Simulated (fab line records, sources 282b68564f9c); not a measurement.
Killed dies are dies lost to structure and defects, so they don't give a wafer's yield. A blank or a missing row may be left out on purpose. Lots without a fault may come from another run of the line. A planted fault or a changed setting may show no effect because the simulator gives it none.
A struck lot beside a sound one | flow rit_cmos | 29 steps out of a route of 202
Sound: wafers L488.1, L488.3, L488.4. Struck: wafers L492.4, L492.5, L492.6. The cause comes at the end.
At each step with rows: each side's tool, then ch and its chambers, then its first start. Under that, the readings that differ: sound wafers | struck wafers | difference of the means | sigmas: that difference in standard deviations of wafers without a fault.
alike: readings whose means differ by less than 2 such deviations, and words and numbers that are the same on both sides. not compared: withheld readings, readings that some wafer has no value for, bounds like >300 that may hide the same value, and numbers for which the record gives no deviation and whose values overlap.
The two part at a step that has a row with sigmas, a row that says differs or no value, or rows on one side only. Numbers that don't overlap but have no deviation are shown without sigmas and don't part them. A reading that every wafer of one side lacks parts them only if that side has two wafers or more.

RIT_FOX2_THK_MEAS_01:
  sound on film_metro-04, day 2 11:52; struck on film_metro-04, day 3 15:07
  alike: FOX2_OXIDE_THK
then, 2 steps without rows for these wafers: RIT_FOX2_CLEAN_02 (cleans in dHF, time 180 s); RIT_FOX2_WET_ETCH_03 (etches Si3N4 in H3PO4, target depth 195 nm, time 2700 s).
RIT_FOX2_THK_MEAS_90:
  sound on film_metro-01, day 2 12:44; struck on film_metro-04, day 3 16:04
  alike: FIELD_OXIDE_LEFT_1_THK
then, 6 steps without rows for these wafers: RIT_NWELL_HMDS_00 (prime time 60 s); RIT_NWELL_COAT_01 (resist thk 1300 nm); RIT_NWELL_SOFTBAKE_02 (time 60 s); RIT_NWELL_EXPOSE_03 (exposes mask M2, target cd 43900 nm); RIT_NWELL_PEB_04; RIT_NWELL_DEVELOP_05 (develop time 68 s).
RIT_NWELL_OVL_MEAS_06:
  sound on overlay-01, day 2 13:40; struck on overlay-01, day 3 17:07
  alike: NWELL_OVL
then, 1 step without rows for these wafers: RIT_NWELL_HARDBAKE_07 (time 120 s).
RIT_NWELL_IMPLANT_08:
  sound on implanter-03 ch 0, day 2 13:58; struck on implanter-04 ch 0, day 3 17:28
  reading            | sound                         | struck                      | difference | sigmas
  dose_ions_cm2      | 4.998e+13 4.997e+13 4.991e+13 | 4.798e+13 4.804e+13 4.8e+13 | -1.947e+12 | -35
  faraday_current_uA | 162 162 159                   | 153 156 149                 | -8         | -3
  alike: end_station_pressure_torr
RIT_NWELL_STRIP_09: strips in O2, time 180 s.
  sound on plasma_asher-02 ch 0,1, day 2 14:07; struck on plasma_asher-02 ch 0,1, day 3 17:35
  alike: drypump_motor_current_A
  not compared: rf_hours_counter_h
RIT_NWELL_TW_MEAS_10:
  sound on film_metro-01, day 2 14:17; struck on film_metro-02, day 3 17:44
  alike: NWELL_TW
then, 6 steps without rows for these wafers: RIT_PWELL_HMDS_00 (prime time 60 s); RIT_PWELL_COAT_01 (resist thk 1300 nm); RIT_PWELL_SOFTBAKE_02 (time 60 s); RIT_PWELL_EXPOSE_03 (exposes mask M3, target cd 43700 nm); RIT_PWELL_PEB_04; RIT_PWELL_DEVELOP_05 (develop time 68 s).
RIT_PWELL_OVL_MEAS_06:
  sound on overlay-01, day 2 15:20; struck on overlay-01, day 3 18:40
  alike: PWELL_OVL
then, 2 steps without rows for these wafers: RIT_PWELL_HARDBAKE_07 (time 120 s); RIT_PWELL_IMPLANT_08.
RIT_PWELL_STRIP_09: strips in O2, time 180 s.
  sound on plasma_asher-03 ch 0,1, day 2 15:46; struck on plasma_asher-01 ch 0,1, day 3 19:09
  alike: drypump_motor_current_A
  not compared: rf_hours_counter_h
RIT_PWELL_TW_MEAS_10:
  sound on film_metro-04, day 2 15:56; struck on film_metro-04, day 3 19:17
  alike: PWELL_TW
then, 1 step without rows for these wafers: RIT_WELLDRIVE_ANNEAL_00 (time 14700 s).
RIT_WELLDRIVE_RS_MEAS_01: measures by four-point-probe.
  sound on film_metro-01, day 2 21:05; struck on film_metro-01, day 4 01:01
  reading           | sound             | struck            | difference | sigmas
  NWELL_RS (ohm/sq) | 276.4 276.9 275.7 | 282.2 283.2 283.3 | +6.6       | +8
RIT_WELLDRIVE_RS_MEAS_02: measures by four-point-probe.
  sound on film_metro-01, day 2 21:12; struck on film_metro-01, day 4 01:08
  alike: PWELL_RS

WHERE THEY PART
First at RIT_NWELL_IMPLANT_08; last, within this record, at RIT_WELLDRIVE_RS_MEAS_01. Later steps at which nothing parts them and some readings are alike: RIT_WELLDRIVE_RS_MEAS_02.

WHY: what the simulator had put in
Process parameter drift: implanter-04, from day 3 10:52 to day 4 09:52, at RIT_NWELL_IMPLANT_08. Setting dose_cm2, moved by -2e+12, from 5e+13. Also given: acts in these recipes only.
